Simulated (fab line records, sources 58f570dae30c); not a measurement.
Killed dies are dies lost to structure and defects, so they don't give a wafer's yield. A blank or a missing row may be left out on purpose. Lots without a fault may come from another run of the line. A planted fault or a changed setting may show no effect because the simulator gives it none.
Which tool did it? | flow berkeley_cmos170 | 14 lots, 42 wafers sampled, at 2 steps of a route of 331

WHAT THE GAUGES READ, wafer by wafer
UCB170_NWELL_TW_MEAS_16. Usual: NWELL_TW 1250, standard deviation 6.9.
lot  | measured    | on            | NWELL_TW       | flag
L347 | day 2 10:03 | film_metro-01 | 1254 1253 1250 |
L348 | day 2 15:08 | film_metro-01 | 1257 1253 1251 |
L349 | day 2 18:38 | film_metro-02 | 1270 1258 1263 |
L351 | day 3 00:25 | film_metro-02 | 1250 1258 1257 |
L352 | day 3 03:31 | film_metro-01 | 1249 1257 1253 |
L354 | day 3 18:58 | film_metro-03 | 1240 1242 1249 |
L355 | day 4 00:58 | film_metro-01 | 1256 1250 1247 |
L362 | day 5 13:04 | film_metro-01 | 1249 1253 1254 |
L363 | day 5 20:10 | film_metro-01 | 1245 1243 1252 |
L365 | day 6 05:49 | film_metro-02 | 1250 1250 1248 |
L367 | day 6 14:45 | film_metro-02 | 1256 1262 1243 |
L368 | day 7 00:02 | film_metro-03 | 1241 1237 1244 |
L369 | day 7 00:18 | film_metro-01 | 1251 1253 1255 |
L370 | day 7 11:56 | film_metro-02 | 1256 1250 1254 |

UCB170_PFIELD_OVL_MEAS_06. Usual: PFIELD_OVL 2 nm, standard deviation 6.5.
lot  | measured    | on         | PFIELD_OVL (nm) | flag
L347 | day 4 14:11 | overlay-01 | -4 -2 -1        |
L348 | day 4 14:34 | overlay-02 | 9 7 9           |
L349 | day 5 02:56 | overlay-02 | -2 0 -3         |
L351 | day 5 02:57 | overlay-01 | -3 -2 -2        |
L352 | day 5 02:53 | overlay-01 | 16 20 10        |
L354 | day 5 18:32 | overlay-01 | 12 13 11        |
L355 | day 5 23:38 | overlay-02 | -1 2 4          |
L362 | day 7 14:26 | overlay-01 | 6 9 4           |
L363 | day 7 16:52 | overlay-01 | -3 1 -5         |
L365 | day 8 00:04 | overlay-02 | -1 -1 1         |
L367 | day 8 11:20 | overlay-01 | 0 4 2           |
L368 | day 8 21:36 | overlay-01 | 4 5 2           |
L369 | day 9 08:13 | overlay-01 | 10 10 11        |
L370 | day 9 14:16 | overlay-01 | -7 -5 -6        |

WHICH TOOL RAN EACH LOT (tool, then ch and the chambers of the sampled wafers, then the start)
The record holds no process step before these readings.

WHAT THE TOOLS THEMSELVES READ (means of the sampled wafers that have a number; where no wafer has one, the mark that the record gives instead)
The record holds no such reading with a usual standard deviation.

THE ANSWER, worked out from the rows above alone
Rule: a lot is off if the mean of its wafers that have a number lies more than 3 standard deviations from the usual mean. A lot without any number at a reading at which 4 lots or more have one is off too. The other lots that the step has rows for count as sound. The gauges are gone through in route order, then the tools' own readings, and for those a lot's mean is taken as printed above. The first step at which some lot is off is used, and at that step the reading that is off furthest; a lot without a number counts as furthest.
No lot is off at any reading shown: from this, nothing can be told.

WHAT THE SIMULATOR HAD PUT IN
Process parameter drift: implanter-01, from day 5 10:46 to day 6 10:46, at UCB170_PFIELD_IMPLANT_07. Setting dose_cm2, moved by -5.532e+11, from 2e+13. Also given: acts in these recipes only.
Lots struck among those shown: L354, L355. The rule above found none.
